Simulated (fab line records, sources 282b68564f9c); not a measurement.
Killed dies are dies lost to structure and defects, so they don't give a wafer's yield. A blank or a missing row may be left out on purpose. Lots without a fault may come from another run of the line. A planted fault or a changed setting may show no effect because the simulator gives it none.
fab line records | flow rit_cmos
record lots=6 wafers=18 last_day=7
route steps=202 shown GATE@92 REOX@98 NLDD@103 PLDD@114 SPACER@125 NSD@131
lots that met no fault: from a run of the same line without faults
start_h: hours from the record's first day to the start of the lot's first wafer shown | wait_h: hours since the lot's step before | " the same as in the row above | L1.1+2: a row that stands for several wafers | - no value, or no start given | * or withheld: withheld | < > ~ a bound
route shown NAME@n: a module of which the file shows steps, and the number in the route of the first | usual: mean/standard deviation of fault-free wafers | same: alike in all rows | chamber/n: place in a boat | sites: the reading at each site | _std_site: their standard deviation | _edge_site: outer sites' mean less inner sites' | radius_mm: how far each site lies from the wafer's centre | mask NAME#n: copy n | behind: the tool/chamber that last shaped the wafer | hold: why the lot was held/for how many hours/how that ended | device: the transistor (n, p or np) that didn't switch | end of line: the same wafers' tests at the end of the route | a step without rows: its recipe alone | killed: dies lost to structure and defects at the first sort, not the wafer's yield | map: a wafer's dies, x killed, . not, _ none there
set.NAME: the setting as run; set.NAME@STEP: as run at that earlier step | model.NAME: the simulator's own value behind a step, which no gauge read
lots at some steps of the route; a table a step, a row a wafer
services: from which hour (start_h, from the record's first day; less than 0 if before it) a tool's chamber was out of use, for how many hours, and why
## steps
# step RIT_GATE_CD_MEAS_16
# recipe target_cd_nm=150
# usual cd_nm=151.5/2.4
# columns lot.wafer tool chamber start_h wait_h cd_nm
L358.1 cd_sem-02 - 52.52 - 151.4
L358.2 " - " " 152.6
L358.3 " - " " 150.8
L359.1 cd_sem-02 - 57.47 - 151.1
L359.2 " - " " 152.8
L359.6 " - " " 150.0
L366.1 cd_sem-01 - 91.21 - 154.7
L366.5 " - " " 151.4
L366.6 " - " " 152.1
L367.2 cd_sem-02 - 95.70 - 150.2
L367.4 " - " " 155.5
L367.5 " - " " 151.7
L376.3 cd_sem-01 - 141.94 - 154.1
L376.4 " - " " 153.7
L376.5 " - " " 152.3
L377.1 cd_sem-02 - 151.39 - 150.8
L377.4 " - " " 150.8
L377.5 " - " " 152.7
# step RIT_GATE_OVL_MEAS_17
# usual GATE_OVL=-0.4/1.2
# columns lot.wafer tool chamber start_h wait_h GATE_OVL[nm]
L358.1 overlay-02 - 52.64 0.1 -0.8
L358.2 " - " " -1.0
L358.3 " - " " 0.0
L359.1 overlay-01 - 57.59 0.1 -1.4
L359.2 " - " " -2.2
L359.6 " - " " -0.2
L366.1 overlay-01 - 91.33 0.1 0.4
L366.5 " - " " 0.2
L366.6 " - " " -1.4
L367.2 overlay-01 - 95.81 0.1 0.6
L367.4 " - " " 1.8
L367.5 " - " " -0.5
L376.3 overlay-02 - 142.03 0.1 -1.7
L376.4 " - " " -0.8
L376.5 " - " " -0.6
L377.1 overlay-01 - 151.51 0.1 -4.1
L377.4 " - " " -0.6
L377.5 " - " " -0.9
# step RIT_GATE_HARDBAKE_18
# recipe resist=NOVOLAK temp_c=140 time_s=60
# step RIT_GATE_ETCH_19
# recipe chemistry=SF6/CHF3/O2 time_s=161.2 SF6_flow_sccm=30 CHF3_flow_sccm=30 O2_flow_sccm=5 target=poly-Si pressure_mtorr=40 rf_w=160 target_depth_a=3125 over_etch_frac=0.25 stop_on=SiO2
# usual drypump_motor_current_A=5.7/0.59 he_backside_leak_sccm=2.58/0.24 oes_product_au=0.859/0.016 throttle_valve_pct=10.17/0.17
# columns lot.wafer tool chamber start_h wait_h drypump_motor_current_A he_backside_leak_sccm oes_product_au rf_hours_counter_h throttle_valve_pct
L358.1 rie_si-01 2 52.83 0.1 6.1 3.10 0.854 100 10.11
L358.2 " 1 " " 5.0 2.50 0.829 85 10.52
L358.3 " 0 " " 5.6 2.70 0.872 146 10.03
L359.1 rie_si-02 1 57.77 0.1 5.5 2.40 0.867 50 9.97
L359.2 " 0 " " 6.1 2.57 0.859 47 10.05
L359.6 " 1 " " 5.6 2.49 0.870 - 9.95
L366.1 rie_si-01 0 91.52 0.1 5.6 2.81 0.877 146 10.03
L366.5 " 1 " " 5.1 2.67 0.832 - 10.52
L366.6 " 2 " " 6.2 3.26 0.856 - 10.12
L367.2 rie_si-02 3 95.99 0.1 5.8 2.55 0.859 125 10.27
L367.4 " 2 " " 6.5 2.55 0.880 107 10.14
L367.5 " 0 " " 6.0 2.55 0.861 - 10.04
L376.3 rie_si-01 1 142.20 0.1 5.1 2.37 0.824 86 10.50
L376.4 " 2 " " 6.1 3.22 0.854 - 10.12
L376.5 " 1 " " 5.1 2.51 0.830 - 10.49
L377.1 rie_si-02 0 151.70 0.1 6.0 2.56 0.853 48 10.04
L377.4 " 1 " " 5.6 2.27 0.871 - 9.96
L377.5 " 0 " " 6.0 2.57 0.856 - 10.05
# step RIT_GATE_STRIP_20
# recipe chemistry=O2 time_s=180 resist=NOVOLAK platen_temp_c=withheld power_w=500 pressure_mtorr=4000 o2_flow_sccm=4000
# usual drypump_motor_current_A=5.4/0.58
# columns lot.wafer tool chamber start_h wait_h drypump_motor_current_A rf_hours_counter_h
L358.1 plasma_asher-02 0 52.94 0.1 4.7 27
L358.2 " 1 " " 5.5 27
L358.3 " 0 " " 4.7 -
L359.1 plasma_asher-02 0 57.88 0.1 4.7 28
L359.2 " 1 " " 5.5 28
L359.6 " 1 " " 5.5 -
L366.1 plasma_asher-03 1 91.63 0.1 5.4 39
L366.5 " 0 " " 5.4 -
L366.6 " 1 " " 5.4 -
L367.2 plasma_asher-04 0 96.10 0.1 6.3 48
L367.4 " 1 " " 4.9 -
L367.5 " 1 " " 4.8 -
L376.3 plasma_asher-04 0 142.37 0.1 6.3 -
L376.4 " 1 " " 4.9 -
L376.5 " 0 " " 6.3 -
L377.1 plasma_asher-04 1 151.80 0.1 4.9 55
L377.4 " 0 " " 6.3 -
L377.5 " 0 " " 6.3 -
# step RIT_GATE_CD_MEAS_90
# recipe target_cd_nm=150
# usual cd_nm=151.5/2.3
# columns lot.wafer tool chamber start_h wait_h cd_nm
L358.1 cd_sem-01 - 53.11 0.1 151.3
L358.2 " - " " 152.4
L358.3 " - " " 150.9
L359.1 cd_sem-02 - 58.06 0.1 151.1
L359.2 " - " " 152.7
L359.6 " - " " 150.0
L366.1 cd_sem-02 - 91.80 0.1 154.6
L366.5 " - " " 151.4
L366.6 " - " " 152.3
L367.2 cd_sem-01 - 96.29 0.1 150.3
L367.4 " - " " 155.3
L367.5 " - " " 151.7
L376.3 cd_sem-01 - 142.53 0.1 154.2
L376.4 " - " " 153.9
L376.5 " - " " 152.3
L377.1 cd_sem-02 - 151.98 0.1 150.4
L377.4 " - " " 150.9
L377.5 " - " " 152.9
# step RIT_REOX_CLEAN_00
# recipe chemistry=SC1 mix=3:3:50 time_s=600 temp_c=75
# step RIT_REOX_CLEAN_01
# recipe chemistry=dHF dilution=50:1 time_s=30
# step RIT_REOX_CLEAN_02
# recipe chemistry=SC2 mix=3:3:50 time_s=600 temp_c=75 dry=n2_spin
# step RIT_REOX_OXIDATION_03
# recipe temp_c=900 ambient=O2 target_thk_a=252 ox_time_s=5840
# step RIT_REOX_THK_MEAS_04
# recipe reads=SiO2_of_REOX_OXIDATION_03
# usual REOX_OXIDE_THK=25.9/0.47
# columns lot.wafer tool chamber start_h wait_h REOX_OXIDE_THK[nm]
L358.1 film_metro-02 - 56.20 0.0 26.1
L358.2 " - " " 25.9
L358.3 " - " " 25.5
L359.1 film_metro-02 - 61.12 0.0 27.0
L359.2 " - " " 26.6
L359.6 " - " " 26.6
L366.1 film_metro-02 - 94.84 0.0 25.7
L366.5 " - " " 26.0
L366.6 " - " " 26.1
L367.2 film_metro-03 - 99.52 0.0 26.2
L367.4 " - " " 26.6
L367.5 " - " " 26.2
L376.3 film_metro-04 - 145.54 0.0 26.0
L376.4 " - " " 25.9
L376.5 " - " " 25.9
L377.1 film_metro-04 - 155.87 0.0 25.6
L377.4 " - " " 25.9
L377.5 " - " " 25.8
# step RIT_NLDD_HMDS_00
# recipe prime_time_s=60 prime_temp_c=140
# step RIT_NLDD_COAT_01
# recipe resist=NOVOLAK spin_rpm=3250 resist_thk_nm=1000
# usual chill_plate_temp_C=22.97/0.1 dispense_pressure_kPa=46.2/0.61
# columns lot.wafer tool chamber start_h wait_h chill_plate_temp_C dispense_pressure_kPa
L358.1 litho_track-04 0 56.41 0.1 22.89 46.0
L358.2 " 0 " " 22.93 46.0
L358.3 " 0 " " 22.97 46.0
L359.1 litho_track-01 0 61.38 0.1 22.93 45.8
L359.2 " 0 " " 22.94 45.7
L359.6 " 0 " " 22.85 45.8
L366.1 litho_track-01 - 95.11 0.1 - -
L366.5 " - " " - -
L366.6 " - " " - -
L367.2 litho_track-02 - 99.74 0.1 - -
L367.4 " - " " - -
L367.5 " - " " - -
L376.3 litho_track-04 0 145.78 0.1 23.14 46.0
L376.4 " 0 " " 23.10 46.0
L376.5 " 0 " " 23.03 46.0
L377.1 litho_track-04 0 156.19 0.1 23.08 46.0
L377.4 " 0 " " 23.10 46.0
L377.5 " 0 " " 23.03 46.0
# step RIT_NLDD_SOFTBAKE_02
# recipe resist=NOVOLAK temp_c=90 time_s=60
# step RIT_NLDD_EXPOSE_03
# recipe mask_id=M7 na=0.57 target_cd_nm=40700 dose_mj=250
# step RIT_NLDD_PEB_04
# recipe resist=NOVOLAK temp_c=withheld time_s=withheld
# step RIT_NLDD_DEVELOP_05
# recipe resist=NOVOLAK develop_time_s=50 dev_temp_c=23
# step RIT_NLDD_OVL_MEAS_06
# usual NLDD_OVL=-1.2/1.5
# columns lot.wafer tool chamber start_h wait_h NLDD_OVL[nm]
L358.1 overlay-02 - 57.23 - -0.5
L358.2 " - " " -3.0
L358.3 " - " " -0.2
L359.1 overlay-01 - 62.28 - -1.5
L359.2 " - " " 1.0
L359.6 " - " " -0.7
L366.1 overlay-02 - 95.81 - -
L366.5 " - " " -
L366.6 " - " " -
L367.2 overlay-01 - 100.43 - -
L367.4 " - " " -
L367.5 " - " " -
L376.3 overlay-02 - 146.57 - 1.0
L376.4 " - " " -1.1
L376.5 " - " " 1.6
L377.1 overlay-02 - 157.01 - -1.3
L377.4 " - " " -2.8
L377.5 " - " " -0.1
# step RIT_NLDD_HARDBAKE_07
# recipe resist=NOVOLAK temp_c=140 time_s=60
# step RIT_NLDD_IMPLANT_08
# recipe species=P energy_kev=20 dose_cm2=5e+14 tilt_deg=7
# step RIT_NLDD_STRIP_09
# recipe chemistry=O2 time_s=180 resist=NOVOLAK platen_temp_c=withheld power_w=500 pressure_mtorr=4000 o2_flow_sccm=4000
# usual drypump_motor_current_A=5.8/0.52
# columns lot.wafer tool chamber start_h wait_h drypump_motor_current_A rf_hours_counter_h
L358.1 plasma_asher-03 1 57.57 0.1 5.4 35
L358.2 " 0 " " 5.4 35
L358.3 " 1 " " 5.4 -
L359.1 plasma_asher-04 0 62.62 0.1 6.3 45
L359.2 " 1 " " 4.8 45
L359.6 " 1 " " 4.9 -
L366.1 plasma_asher-01 0 96.19 0.1 5.9 47
L366.5 " 0 " " 5.9 -
L366.6 " 1 " " 6.0 -
L367.2 plasma_asher-04 0 100.76 0.1 6.3 49
L367.4 " 0 " " 6.3 -
L367.5 " 0 " " 6.3 -
L376.3 plasma_asher-01 0 146.95 0.1 6.0 -
L376.4 " 1 " " 6.0 -
L376.5 " 0 " " 5.9 -
L377.1 plasma_asher-04 0 157.39 0.1 6.3 55
L377.4 " 0 " " 6.3 -
L377.5 " 0 " " 6.3 -
# step RIT_NLDD_TW_MEAS_10
# usual NLDD_TW=2484/31
# columns lot.wafer tool chamber start_h wait_h NLDD_TW
L358.1 film_metro-02 - 57.74 0.1 2495
L358.2 " - " " 2507
L358.3 " - " " 2497
L359.1 film_metro-01 - 62.80 0.1 2454
L359.2 " - " " 2448
L359.6 " - " " 2448
L366.1 film_metro-01 - 96.36 0.1 2457
L366.5 " - " " 2454
L366.6 " - " " 2443
L367.2 film_metro-01 - 100.94 0.1 2452
L367.4 " - " " 2434
L367.5 " - " " 2456
L376.3 film_metro-02 - 147.09 0.1 2504
L376.4 " - " " 2528
L376.5 " - " " 2525
L377.1 film_metro-02 - 157.56 0.1 2523
L377.4 " - " " 2518
L377.5 " - " " 2524
# step RIT_PLDD_HMDS_00
# recipe prime_time_s=60 prime_temp_c=140
# step RIT_PLDD_COAT_01
# recipe resist=NOVOLAK spin_rpm=3250 resist_thk_nm=1000
# step RIT_PLDD_SOFTBAKE_02
# recipe resist=NOVOLAK temp_c=90 time_s=60
# step RIT_PLDD_EXPOSE_03
# recipe mask_id=M8 na=0.57 target_cd_nm=40900 dose_mj=250
# step RIT_PLDD_PEB_04
# recipe resist=NOVOLAK temp_c=withheld time_s=withheld
# step RIT_PLDD_DEVELOP_05
# recipe resist=NOVOLAK develop_time_s=49.22 dev_temp_c=23
# step RIT_PLDD_OVL_MEAS_06
# usual PLDD_OVL=-1.2/1.3
# columns lot.wafer tool chamber start_h wait_h PLDD_OVL[nm]
L358.1 overlay-01 - 58.65 - -0.4
L358.2 " - " " -1.1
L358.3 " - " " 0.2
L359.1 overlay-01 - 63.83 - -2.8
L359.2 " - " " -4.2
L359.6 " - " " -2.5
L366.1 overlay-02 - 97.45 - -0.3
L366.5 " - " " 0.1
L366.6 " - " " -0.8
L367.2 overlay-01 - 101.90 - -0.5
L367.4 " - " " 0.3
L367.5 " - " " 0.0
L376.3 overlay-01 - 147.99 - -1.5
L376.4 " - " " 0.1
L376.5 " - " " 0.4
L377.1 overlay-02 - 158.47 - -2.4
L377.4 " - " " -1.5
L377.5 " - " " -1.7
# step RIT_PLDD_HARDBAKE_07
# recipe resist=NOVOLAK temp_c=140 time_s=60
# step RIT_PLDD_IMPLANT_08
# recipe species=BF2 energy_kev=20 dose_cm2=9e+14 tilt_deg=7
# step RIT_PLDD_STRIP_09
# recipe chemistry=O2 time_s=180 resist=NOVOLAK platen_temp_c=withheld power_w=500 pressure_mtorr=4000 o2_flow_sccm=4000
# usual drypump_motor_current_A=5.6/0.58
# columns lot.wafer tool chamber start_h wait_h drypump_motor_current_A rf_hours_counter_h
L358.1 plasma_asher-04 0 58.99 0.1 6.3 44
L358.2 " 1 " " 4.9 44
L358.3 " 0 " " 6.3 -
L359.1 plasma_asher-02 0 64.17 0.1 4.7 29
L359.2 " 1 " " 5.5 29
L359.6 " 0 " " 4.7 -
L366.1 plasma_asher-02 1 97.78 0.1 5.5 32
L366.5 " 1 " " 5.5 -
L366.6 " 0 " " 4.7 -
L367.2 plasma_asher-04 0 102.23 0.1 6.3 49
L367.4 " 0 " " 6.3 -
L367.5 " 0 " " 6.3 -
L376.3 plasma_asher-01 0 148.37 0.1 5.9 -
L376.4 " 1 " " 6.0 -
L376.5 " 1 " " 6.0 -
L377.1 plasma_asher-01 1 158.81 0.1 6.0 54
L377.4 " 0 " " 5.9 -
L377.5 " 0 " " 6.0 -
# step RIT_PLDD_TW_MEAS_10
# usual PLDD_TW=2336/32
# columns lot.wafer tool chamber start_h wait_h PLDD_TW
L358.1 film_metro-01 - 59.16 0.1 2309
L358.2 " - " " 2318
L358.3 " - " " 2311
L359.1 film_metro-02 - 64.34 0.1 2358
L359.2 " - " " 2366
L359.6 " - " " 2347
L366.1 film_metro-01 - 97.96 0.1 2818
L366.5 " - " " 2821
L366.6 " - " " 2837
L367.2 film_metro-03 - 102.42 0.1 2876
L367.4 " - " " 2876
L367.5 " - " " 2891
L376.3 film_metro-03 - 148.51 0.1 2364
L376.4 " - " " 2373
L376.5 " - " " 2384
L377.1 film_metro-02 - 158.98 0.1 2371
L377.4 " - " " 2372
L377.5 " - " " 2363
# step RIT_SPACER_CLEAN_00
# recipe chemistry=SC1 mix=3:3:50 time_s=600 temp_c=75
# step RIT_SPACER_CLEAN_01
# recipe chemistry=dHF dilution=50:1 time_s=30
# step RIT_SPACER_CLEAN_02
# recipe chemistry=SC2 mix=3:3:50 time_s=600 temp_c=75 dry=n2_spin
# step RIT_SPACER_CVD_03
# recipe material=Si3N4 target_thk_nm=250 temp_c=810 precursor=SiH2Cl2/NH3 time_s=3300 pressure_mtorr=300 sih2cl2_flow_sccm=60 nh3_flow_sccm=150
# step RIT_SPACER_THK_MEAS_04
# recipe reads=Si3N4_of_SPACER_CVD_03
# usual SPACER_NITRIDE_THK=250.1/2.5
# columns lot.wafer tool chamber start_h wait_h SPACER_NITRIDE_THK[nm]
L358.1 film_metro-01 - 63.18 0.0 248.5
L358.2 " - " " 248.0
L358.3 " - " " 248.7
L359.1 film_metro-02 - 66.75 0.0 253.3
L359.2 " - " " 249.9
L359.6 " - " " 251.2
L366.1 film_metro-04 - 100.45 0.0 249.7
L366.5 " - " " 250.4
L366.6 " - " " 250.4
L367.2 film_metro-04 - 104.76 0.0 247.7
L367.4 " - " " 249.2
L367.5 " - " " 247.9
L376.3 film_metro-04 - 150.87 0.0 252.6
L376.4 " - " " 253.5
L376.5 " - " " 254.7
L377.1 film_metro-04 - 161.37 0.0 249.1
L377.4 " - " " 251.3
L377.5 " - " " 249.7
# step RIT_SPACER_ETCHBACK_05
# recipe target_depth_a=2500 SF6_flow_sccm=30 CHF3_flow_sccm=30 target=Si3N4 chemistry=SF6/CHF3 pressure_mtorr=40 rf_w=250 time_s=229.5 stop_on=SiO2
# usual drypump_motor_current_A=5.5/0.53 oes_product_au=0.871/0.016 throttle_valve_pct=10.37/0.16
# columns lot.wafer tool chamber start_h wait_h drypump_motor_current_A oes_product_au rf_hours_counter_h throttle_valve_pct
L358.1 rie_diel-04 3 63.24 0.1 4.9 0.879 106 10.49
L358.2 " 0 " " 5.5 0.856 91 10.54
L358.3 " 2 " " 5.7 0.876 131 10.25
L359.1 rie_diel-02 3 66.81 0.1 5.8 0.867 124 10.06
L359.2 " 2 " " 4.8 0.866 89 10.33
L359.6 " 0 " " 5.2 0.894 - 10.19
L366.1 rie_diel-01 2 100.51 0.1 5.6 0.883 136 10.40
L366.5 " 3 " " 4.8 0.859 - 10.44
L366.6 " 2 " " 5.7 0.894 - 10.42
L367.2 rie_diel-04 3 104.81 0.0 4.9 0.876 107 10.49
L367.4 " 2 " " 5.7 0.877 131 10.26
L367.5 " 2 " " 5.7 0.877 - 10.25
L376.3 rie_diel-02 3 150.91 0.0 5.8 0.856 126 10.05
L376.4 " 3 " " 5.8 0.857 - 10.03
L376.5 " 2 " " 4.9 0.874 - 10.33
L377.1 rie_diel-01 1 161.43 0.1 6.6 0.882 135 10.35
L377.4 " 3 " " 4.8 0.865 - 10.46
L377.5 " 1 " " 6.6 0.883 - 10.38
# step RIT_NSD_HMDS_00
# recipe prime_time_s=60 prime_temp_c=140
# step RIT_NSD_COAT_01
# recipe resist=NOVOLAK spin_rpm=3250 resist_thk_nm=1000
# step RIT_NSD_SOFTBAKE_02
# recipe resist=NOVOLAK temp_c=90 time_s=60
# step RIT_NSD_TW_MEAS_10
# usual NSD_TW=3115/38
# columns lot.wafer tool chamber start_h wait_h NSD_TW
L358.1 film_metro-03 - 64.87 0.1 3158
L358.2 " - " " 3167
L358.3 " - " " 3167
L359.1 film_metro-01 - 68.40 0.1 3068
L359.2 " - " " 3040
L359.6 " - " " 3058
L366.1 film_metro-02 - 102.18 0.1 3350
L366.5 " - " " 3357
L366.6 " - " " 3342
L367.2 film_metro-03 - 106.45 0.1 3330
L367.4 " - " " 3318
L367.5 " - " " 3320
L376.3 film_metro-02 - 152.63 0.1 3156
L376.4 " - " " 3142
L376.5 " - " " 3161
L377.1 film_metro-03 - 163.15 0.1 3146
L377.4 " - " " 3145
L377.5 " - " " 3143
## services
# columns tool chamber start_h hours kind
plasma_asher-03 - 30.14 7.3 repair
rie_diel-02 3 35.02 13.1 repair
plasma_asher-02 - 50.59 2.3 repair
plasma_asher-01 - 60.14 2.8 pm
rie_diel-04 0 70.20 2.9 repair
plasma_asher-02 - 77.20 0.7 repair
plasma_asher-02 - 78.69 1.6 repair
plasma_asher-03 - 79.26 1.9 repair
rie_si-01 0 79.52 6.4 repair
plasma_asher-02 - 88.25 2.5 repair
rie_si-02 0 96.69 9.1 repair
rie_si-01 2 99.90 4.3 repair
rie_diel-01 - 104.43 27.2 repair
plasma_asher-03 - 108.75 9.0 pm
plasma_asher-03 0 108.75 9.0 vent_cycle
plasma_asher-03 1 108.75 9.0 vent_cycle
rie_si-01 0 129.61 - clean
rie_si-01 0 129.61 14.5 scheduled_down
rie_si-01 0 129.61 14.5 vent_cycle
plasma_asher-03 - 133.45 1.9 repair
rie_diel-01 0 145.67 4.8 repair
rie_si-02 3 149.39 9.8 repair
rie_diel-01 1 151.97 3.9 repair
rie_diel-01 0 159.07 4.2 repair
## key
first_sign step=RIT_NLDD_COAT_01 reading=tool_record direction=missing
effect step=RIT_NLDD_OVL_MEAS_06 reading=NLDD_OVL direction=missing
effect step=RIT_PLDD_TW_MEAS_10 reading=PLDD_TW direction=up sigmas=16 usual=2336 struck=2853
effect step=RIT_NSD_TW_MEAS_10 reading=NSD_TW direction=up sigmas=5.8 usual=3115 struck=3336
met_at RIT_NLDD_COAT_01
struck_wafers L366.1,L366.5,L366.6,L367.2,L367.4,L367.5
sort_left_out L366.1,L366.5,L366.6,L367.2,L367.4,L367.5
tester_left_out L366,L367
onset_between 61.38 95.11
fault kind=skipped_step_whole tool=litho_track-01,litho_track-02 chamber=- onset_h=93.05 steps=RIT_NLDD_COAT_01 scope=struck_lots_only
# tester_left_out: of these lots the tester's yield and bins aren't shown, on N5 and GAA mostly nor the transistor test; their killed dies are dies lost to structure and defects alone, not to doping, threshold or leakage, so they don't give the yield
# sort_left_out: the simulated sort isn't trusted on such a fault, so these wafers' sort isn't shown, and their yield isn't known
